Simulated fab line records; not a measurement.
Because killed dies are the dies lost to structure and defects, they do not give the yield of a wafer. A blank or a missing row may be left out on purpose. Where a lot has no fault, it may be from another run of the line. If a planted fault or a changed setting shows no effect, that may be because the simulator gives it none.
What tool caused it? ; flow berkeleyCmos170 ; 13 lots with 39 wafers sampled at 5 steps, on a route of 331 steps

== WHAT THE GAUGES SHOWED, per wafer ==
UCB170_PVT_OVL_MEAS_06. Usual: PVT_OVL gives -1 nm (standard deviation 6).
lot;measured;on;PVT_OVL (nm);flag
L929;day 6 18:37;overlay-02;-6 -3 -8;
L931;day 6 19:37;overlay-01;-1 4 -5;
L932;day 7 08:34;overlay-01;1 -2 -7;
L935;day 7 21:31;overlay-02;0 -7 -1;
L934;day 7 21:40;overlay-02;-6 -5 3;
L936;day 8 07:35;overlay-02;11 10 0;
L937;day 8 15:34;overlay-01;9 -6 -6;
L938;day 9 00:02;overlay-01;-1 -1 5;
L944;day 10 04:56;overlay-01;6 0 1;
L945;day 10 10:47;overlay-01;2 -1 3;
L946;day 10 11:04;overlay-02;0 -4 0;
L947;day 10 11:20;overlay-01;2 3 -3;
L950;day 11 07:38;overlay-02;1 -6 6;

UCB170_PSD_CD_MEAS_06 targets a cd of 1200 nm. Usual: cdNm reads 1199.1 nm (standard deviation 1.5).
lot;measured;on;cdNm (nm);flag
L929;day 7 22:43;cdSem-01;1201.5 1200.5 1202.7;
L931;day 7 23:07;cdSem-02;1198.9 1198.4 1200.2;
L932;day 8 18:02;cdSem-02;1198.5 1196.8 1197.7;
L935;day 9 03:19;cdSem-02;1198.4 1197.3 1198.6;
L934;day 9 03:32;cdSem-01;1198.0 1198.8 1198.6;
L936;day 9 14:05;cdSem-02;1201.7 1202.3 1200.2;
L937;day 10 01:54;cdSem-02;1201.6 1202.9 1201.7;
L938;day 10 09:17;cdSem-02;1196.0 1196.9 1197.1;
L944;day 11 11:44;cdSem-02;1199.9 1199.1 1198.7;
L945;day 11 12:12;cdSem-01;1198.3 1198.4 1198.2;
L946;day 11 11:38;cdSem-01;- - -;OFF
L947;day 11 11:54;cdSem-01;1198.7 1198.4 1197.7;
L950;day 12 19:51;cdSem-01;1198.4 1198.5 1198.7;

UCB170_PSD_TW_MEAS_10. Usual: PSD_TW gives 2342 (standard deviation 20).
lot;measured;on;PSD_TW;flag
L929;day 7 23:07;filmMetro-03;2341 2320 2323;
L931;day 7 23:31;filmMetro-04;2358 2371 2369;
L932;day 8 18:29;filmMetro-03;2335 2328 2341;
L935;day 9 03:43;filmMetro-04;2373 2374 2372;
L934;day 9 03:56;filmMetro-03;2344 2319 2332;
L936;day 9 14:29;filmMetro-03;2318 2331 2321;
L937;day 10 02:19;filmMetro-04;2385 2372 2381;
L938;day 10 09:42;filmMetro-03;2336 2333 2341;
L944;day 11 12:08;filmMetro-04;2369 2376 2368;
L945;day 11 12:35;filmMetro-03;2338 2326 2341;
L946;day 11 12:02;filmMetro-03;30 30 30;OFF
L947;day 11 12:19;filmMetro-01;2332 2340 2333;
L950;day 12 20:14;filmMetro-01;2335 2339 2343;

UCB170_SDANNEAL_RS_MEAS_02: a four-point-probe measurement. Usual: PSD_RS gives 75.5 ohm/sq (standard deviation 0.39).
lot;measured;on;PSD_RS (ohm/sq);flag
L929;day 8 04:41;filmMetro-04;75.8 75.5 75.7;
L931;day 8 05:26;filmMetro-04;75.5 75.4 75.4;
L932;day 8 21:08;filmMetro-03;75.3 75.1 75.0;
L935;day 9 06:20;filmMetro-03;75.5 75.4 75.5;
L934;day 9 06:47;filmMetro-04;75.0 74.7 74.9;
L936;day 9 17:11;filmMetro-03;75.3 75.0 75.4;
L937;day 10 06:17;filmMetro-01;75.7 75.8 75.6;
L938;day 10 13:44;filmMetro-01;76.0 75.5 75.7;
L944;day 11 15:25;filmMetro-04;75.2 75.1 75.0;
L945;day 11 16:04;filmMetro-01;75.8 76.4 75.9;
L946;day 11 15:22;filmMetro-01;75.3 75.2 75.4;
L947;day 11 15:45;filmMetro-03;75.0 75.1 75.3;
L950;day 12 23:05;filmMetro-04;75.5 75.3 75.0;

== WHAT TOOL EACH LOT RAN ON (gives the tool, then ch and the chambers of the sampled wafers, and finally the start) ==
lot;UCB170_PSD_EXPOSE_03
L929;krfScanner-01 ch 0, day 7 22:19
L931;krfScanner-02 ch 0, day 7 22:41
L932;krfScanner-01 ch 0, day 8 17:15
L935;krfScanner-02 ch 0, day 9 02:55
L934;krfScanner-01 ch 0, day 9 03:08
L936;krfScanner-01 ch 0, day 9 13:42
L937;krfScanner-02 ch 0, day 10 01:31
L938;krfScanner-01 ch 0, day 10 08:34
L944;krfScanner-02 ch 0, day 11 10:50
L945;krfScanner-02 ch 0, day 11 11:19
L946;krfScanner-02 ch 0, day 11 10:41
L947;krfScanner-01 ch 0, day 11 11:03
L950;krfScanner-02 ch 0, day 12 18:34
- UCB170_PSD_EXPOSE_03: exposes mask PSELECT MOD, target cd 1200 nm.

== WHAT THE TOOLS THEMSELVES READ (means of the sampled wafers that have a number; where no wafer has one, the mark that the record gives instead) ==
UCB170_PSD_EXPOSE_03. Usual: reticleTempC reads 23.01 C (standard deviation 0.11).
lot;tool;reticleTempC (C);flag
L929;krfScanner-01;23.09;
L931;krfScanner-02;22.91;
L932;krfScanner-01;22.97;
L935;krfScanner-02;22.86;
L934;krfScanner-01;23.01;
L936;krfScanner-01;23.07;
L937;krfScanner-02;22.86;
L938;krfScanner-01;23.03;
L944;krfScanner-02;23.10;
L945;krfScanner-02;23.11;
L946;krfScanner-02;22.99;
L947;krfScanner-01;22.95;
L950;krfScanner-02;23.04;

== THE ANSWER, worked out from the rows above alone ==
Rule: take the mean of a lot's wafers that have a number; if it is more than 3 standard deviations from the usual mean, the lot is off. Also off: a lot with no number at a reading for which 4 or more lots have one. Where the step has rows for the other lots, those lots are counted as sound. The gauges are gone through in route order, then the tools' own readings, and for those a lot's mean is taken as printed above. At the first step where some lot is off, the reading lying furthest off is the one used; lots without a number count as furthest.
Off: L946 (UCB170_PSD_CD_MEAS_06, cdNm). Without a number there: L946.
A tool fits if, at a process step before that reading, it ran every lot that is off, and no sound lot after the first of them. The gauges at UCB170_PSD_CD_MEAS_06 aren't tried: what is off there is off at UCB170_PSD_TW_MEAS_10 too, on other tools, and a gauge's error can't cause that. No candidate that was tried fits.

== WHAT WAS PUT IN BY THE SIMULATOR ==
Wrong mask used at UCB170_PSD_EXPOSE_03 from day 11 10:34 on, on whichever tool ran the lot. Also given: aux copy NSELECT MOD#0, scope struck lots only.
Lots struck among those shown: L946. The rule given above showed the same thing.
